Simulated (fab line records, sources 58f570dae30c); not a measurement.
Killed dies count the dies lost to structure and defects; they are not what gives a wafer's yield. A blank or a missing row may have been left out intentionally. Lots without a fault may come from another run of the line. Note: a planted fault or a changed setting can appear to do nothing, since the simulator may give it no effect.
Struck lot and sound lot, side by side    flow berkeley-cmos170    20 steps out of a route of 331
Sound: wafers L616.2, L616.5, L616.6. Struck: wafers L620.2, L620.3, L620.5. The cause comes at the end.
For every step that has rows: the tool of each side, followed by ch and its chambers, followed by its first start. Under that, the readings that differ: sound wafers    struck wafers    difference of the means    sigmas: that difference in standard deviations of wafers without a fault.
alike: a reading whose means differ by less than 2 such deviations, as well as words and numbers matching on both sides. not compared: withheld readings; readings where some wafer has no value; bounds like >300 that might hide an equal value; numbers whose values overlap and for which the record gives no deviation.
The two part at a step that has a row with sigmas, a row that says differs or no value, or rows on one side only. Non-overlapping numbers with no deviation appear without sigmas and do not part them. A reading missing from all wafers of one side parts the sides only when that side holds two or more wafers.

first, 1 step without rows for these wafers: UCB170_CONTACT_CVD_01 (deposits PSG from SiH4/O2/PH3, target thk 700 nm, time 2754 s).
UCB170_CONTACT_THK_MEAS_02:
  sound: film-metro-01 at day 10 08:05; struck: film-metro-03 at day 10 21:43
  alike: CONTACT_PSG_THK
then, 3 steps without rows for these wafers: UCB170_CONTACT_HMDS_03 (prime time 60 s); UCB170_CONTACT_COAT_04 (resist thk 900 nm); UCB170_CONTACT_SOFTBAKE_05 (time 60 s).
UCB170_CONTACT_STRIP_06: strips in O2.
  sound on plasma-asher-04 ch 0,1, day 10 09:04; struck on plasma-asher-03 ch 0,1, day 10 22:37
reading                       sound              struck             difference  sigmas
strip-time-to-endpoint-s (s)  22.17 22.14 22.11  21.96 21.95 21.94  -0.19       -3
  alike: drypump-motor-current-A, oes-product-au
  not compared: rf-hours-counter-h
then, 1 step without rows for these wafers: UCB170_CONTACT_CLEAN_07 (cleans in SPM, time 600 s).
UCB170_CONTACT_RTA_08: time 10 s.
  sound on rtp-anneal-02 ch 0, day 10 09:22; struck on rtp-anneal-02 ch 0, day 10 22:54
  alike: anneal-temp-c-max, lamp-power-pct, wafer_temp_C_max
then, 4 steps without rows for these wafers: UCB170_CONTACT_COAT_09; UCB170_CONTACT_COAT_10 (resist thk 900 nm); UCB170_CONTACT_SOFTBAKE_11 (time 60 s); UCB170_CONTACT_EXPOSE_12 (exposes mask CONT, target cd 700 nm).
UCB170_CONTACT_PEB_13:
  sound on litho-track-04 ch 0, day 10 10:59; struck on litho-track-01 ch 0, day 11 00:32
reading                   sound                 struck                difference  sigmas
heater-power-total-W (W)  56.77 56.80 56.77     54.35 54.34 54.27     -2.46       -52
plate-temp-C (C)          130.04 130.10 130.00  125.69 125.53 125.69  -4.41       -34
  alike: exhaust-pa
then, 1 step without rows for these wafers: UCB170_CONTACT_DEVELOP_14 (develop time 45 s).
UCB170_CONTACT_CD_MEAS_15: target cd 700 nm.
  sound: cd-sem-02 at day 10 11:16; struck: cd-sem-01 at day 11 01:12
reading     sound              struck             difference  sigmas
cd-nm (nm)  699.0 698.4 698.0  667.1 667.3 666.2  -31.6       -21
  not compared: hold
UCB170_CONTACT_OVL_MEAS_16:
  sound: overlay-02 at day 10 11:22; struck: overlay-02 at day 11 03:43
reading  sound  struck                                                                      difference                    sigmas
hold     - - -  await-dispo/2.4h/release await-dispo/2.4h/release await-dispo/2.4h/release  no value on the sound wafers  
  alike: CONTACT_OVL
UCB170_CONTACT_ETCH_17: etches BARC in N2/H2.
  sound on rie-diel-02 ch 1,2,3, day 10 11:24; struck on rie-diel-04 ch 0,1, day 11 03:44
reading                   sound              struck             difference  sigmas
model.CONTACT.cd-nm (nm)  697.5 697.6 697.6  667.1 668.5 666.3  -30.3       
  alike: drypump-motor-current-A, oes-product-au, throttle-valve-pct
UCB170_CONTACT_ETCH_18: etches PSG in CHF3/CF4/Ar, stops on TiSi2, target depth 840 nm, time 195 s.
  sound: rie-diel-02 ch 1,2,3; struck: rie-diel-04 ch 0,1
reading                   sound              struck             difference  sigmas
model.CONTACT.cd-nm (nm)  696.2 697.3 697.5  667.8 668.1 666.9  -29.4       
  alike: cf4-flow-sccm, drypump-motor-current-A, oes-product-au, throttle-valve-pct
  not compared: rf-hours-counter-h
UCB170_CONTACT_STRIP_19: strips in O2.
  sound on plasma-asher-02 ch 0,1, day 10 11:34; struck on plasma-asher-02 ch 0, day 11 03:54
  alike: drypump-motor-current-A, oes-product-au
  not compared: rf-hours-counter-h
UCB170_M3_PROBE_99:
  record: rows for the struck wafers here (prober-01, day 12 02:50), none for the sound ones

== WHERE THEY PART ==
At UCB170_CONTACT_STRIP_06 first; at UCB170_M3_PROBE_99 last (within this record only).

WHY: what the simulator had put in
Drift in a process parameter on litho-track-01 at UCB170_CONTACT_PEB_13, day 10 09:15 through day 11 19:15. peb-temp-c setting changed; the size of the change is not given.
